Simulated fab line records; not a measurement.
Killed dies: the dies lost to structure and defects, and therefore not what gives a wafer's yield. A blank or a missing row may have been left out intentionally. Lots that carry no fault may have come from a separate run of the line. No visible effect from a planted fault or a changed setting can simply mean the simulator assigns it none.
Comparing a struck lot with a sound one | flow ritCmos | 15 out of 202 route steps
Sound: the wafers L280.1, L280.4, L280.5. Wafers L289.4, L289.5, L289.6 were the ones struck. The cause is given at the end.
Each step with rows lists, per side, the tool, then ch with its chambers, then its first start. Under that, the readings that differ: sound wafers | struck wafers | difference of the means | sigmas: that difference in standard deviations of wafers without a fault.
alike: readings with means less than 2 such deviations apart, plus words and numbers identical on both sides. not compared: withheld readings, readings lacking a value on some wafer, bounds such as >300 that could conceal the same value, and numbers that have no deviation in the record and whose values overlap.
A row with sigmas, a row that says differs or no value, or rows on one side alone: a step with any of these is where the two part. When numbers do not overlap yet have no deviation, they are printed without sigmas and do not part them. A reading missing from all wafers of one side parts the sides only when that side holds two or more wafers.

RIT_M1_SPUTTER_00: material Al, target thk 400 nm, time 500 s.
  sound on pvdSputter-04 at day 4 07:40; struck on pvdSputter-03 at day 6 03:29
  alike: cathodeDcPowerW, throttleValvePct
RIT_M1_RS_MEAS_01: measurement is done with a four-point probe.
  sound on filmMetro-01 at day 4 07:58; struck on filmMetro-04 at day 6 03:50
  alike: M1_AL_RS
RIT_M1_THK_MEAS_02: measures by xrf.
  sound on filmMetro-01 at day 4 08:05; struck on filmMetro-04 at day 6 03:55
  alike: M1_AL_THK
then, 6 steps without rows for these wafers: RIT_M1_HMDS_03 (prime time 60 s); RIT_M1_COAT_04 (resist thk 1322 nm); RIT_M1_SOFTBAKE_05 (time 60 s); RIT_M1_EXPOSE_06 (exposes mask M12, target cd 2600 nm); RIT_M1_PEB_07; RIT_M1_DEVELOP_08 (develop time 68 s).
RIT_M1_CD_MEAS_09 targets a cd of 2600 nm.
  sound on cdSem-02 at day 4 09:26; struck on cdSem-02 at day 6 05:01
  alike: cdNm
RIT_M1_OVL_MEAS_10:
  sound on overlay-01 at day 4 09:34; struck on overlay-01 at day 6 05:06
  alike: M1_OVL
then, 1 step without rows for these wafers: RIT_M1_HARDBAKE_11 (time 120 s).
RIT_M1_METAL_ETCH_12: etches Al in Cl2/BCl3, stops on SiO2, time 165 s, target depth 600 nm.
  sound on rieMetal-01 ch 0,1, day 4 10:03; struck on rieMetal-01 ch 0,1, day 6 05:25
reading                                | sound             | struck            | difference | sigmas
runLengthS (s)                         | 193.2 194.0 193.8 | 203.1 202.8 201.9 | +8.9       | +6
model.NOVOLAK_of_M1_COAT_04.thkNm (nm) | 821.7 809.7 811.8 | 790.6 788.9 802.2 | -20.5      | 
  alike: drypumpMotorCurrentA, oesProductAu, throttleValvePct
  not compared: rfHoursCounterH
then, 1 step without rows for these wafers: RIT_M1_STRIP_13 (strips in nmp, time 600 s).
RIT_M1_PROBE_99:
  sound on prober-01 at day 4 12:18; struck on prober-02 at day 6 09:21
reading            | sound | struck | difference | sigmas
killed_at_M0_to_M3 | 0 0 1 | 0 0 0  | +0         | -2
  alike: defectLimitedYield, killedAtContacts, killedAtFrontEnd, killedDies, killedOpen, killedShort, sort_bin_3_pad_short, sort_bin_5_function, sort_bin_6_memory, sortNPass, sortYieldPct

== WHERE THEY PART ==
Earliest at RIT_M1_METAL_ETCH_12; latest, in this record, at RIT_M1_PROBE_99.

WHY: whatever the simulator had introduced
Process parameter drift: rieMetal-01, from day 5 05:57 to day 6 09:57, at RIT_M1_METAL_ETCH_12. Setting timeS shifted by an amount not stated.
